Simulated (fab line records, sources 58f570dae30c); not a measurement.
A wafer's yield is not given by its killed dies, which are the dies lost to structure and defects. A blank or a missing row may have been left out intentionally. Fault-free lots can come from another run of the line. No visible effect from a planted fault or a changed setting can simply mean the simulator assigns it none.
Which tool is to blame? | flow berkeley_cmos170 | 6 lots, 18 wafers sampled, at 2 steps of a route of 331

## WHAT EACH GAUGE READ, for each wafer
UCB170_NLDD_CD_MEAS_06: target cd 1200 nm.
lot  | measured     | on        | cd_nm (nm)
L217 | day 6 06:32  | cd_sem-01 | 1198.6 1199.5 1199.2
L218 | day 6 21:22  | cd_sem-01 | 1201.3 1201.0 1199.9
L225 | day 8 00:49  | cd_sem-01 | 1200.8 1200.8 1198.6
L228 | day 9 08:50  | cd_sem-02 | 1183.0 1183.8 1182.3 1183.0 1183.9 1182.5
L234 | day 9 21:52  | cd_sem-01 | 1198.2 1198.6 1198.0
L235 | day 11 00:29 | cd_sem-02 | 1198.7 1198.1 1198.3

## EACH LOT AND THE TOOL THAT RAN IT (in order: tool; ch and the chambers of the sampled wafers; start)
lot  | UCB170_NLDD_DEVELOP_05
L217 | litho_track-01 ch 0, day 6 06:00
L218 | litho_track-01 ch 0, day 6 21:00
L225 | litho_track-04 ch 0, day 8 00:00
L228 | litho_track-01 ch 0, day 9 08:00
L234 | litho_track-04 ch 0, day 9 21:00
L235 | litho_track-04 ch 0, day 11 00:00
- UCB170_NLDD_DEVELOP_05: develop time 45 s.

## THE ANSWER, worked out from the rows above alone
Rule: usual is defined by the lots themselves. The widest of any qualifying gaps counts: lots, ordered by their means at a reading, are off when they make up no more than a third of the lots, leave a main group of 4 or more, and stand apart from it by 3 or more times the standard deviation of that group's means. If all means in a main group match to the digits the tables above print for the reading, that group is not used. A lot without any number at a reading at which 4 lots or more have one is off too. Any other lot the step has rows for is counted as sound.
Off, at UCB170_NLDD_CD_MEAS_06 on cd_nm: L228. The main group: mean 1199.3 nm, standard deviation 0.96.
A tool fits if, at a process step before that reading, it ran every lot that is off, and no sound lot after the first of them. Gauges at UCB170_NLDD_CD_MEAS_06: tried the same way as those tools. One candidate fits, namely litho_track-01 at UCB170_NLDD_DEVELOP_05. Its last sound lot is L218 (day 6 21:00), its first lot that is off L228 (day 9 08:00): a fault that began between those two fits.

## WHAT HAD BEEN PUT IN BY THE SIMULATOR
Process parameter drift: litho_track-01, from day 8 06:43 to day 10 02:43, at UCB170_NLDD_DEVELOP_05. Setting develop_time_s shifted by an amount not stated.
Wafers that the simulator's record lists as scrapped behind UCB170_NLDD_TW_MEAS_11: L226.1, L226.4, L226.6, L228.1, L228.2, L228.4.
Shown lots that were struck: L228. This agrees with what the rule above found.
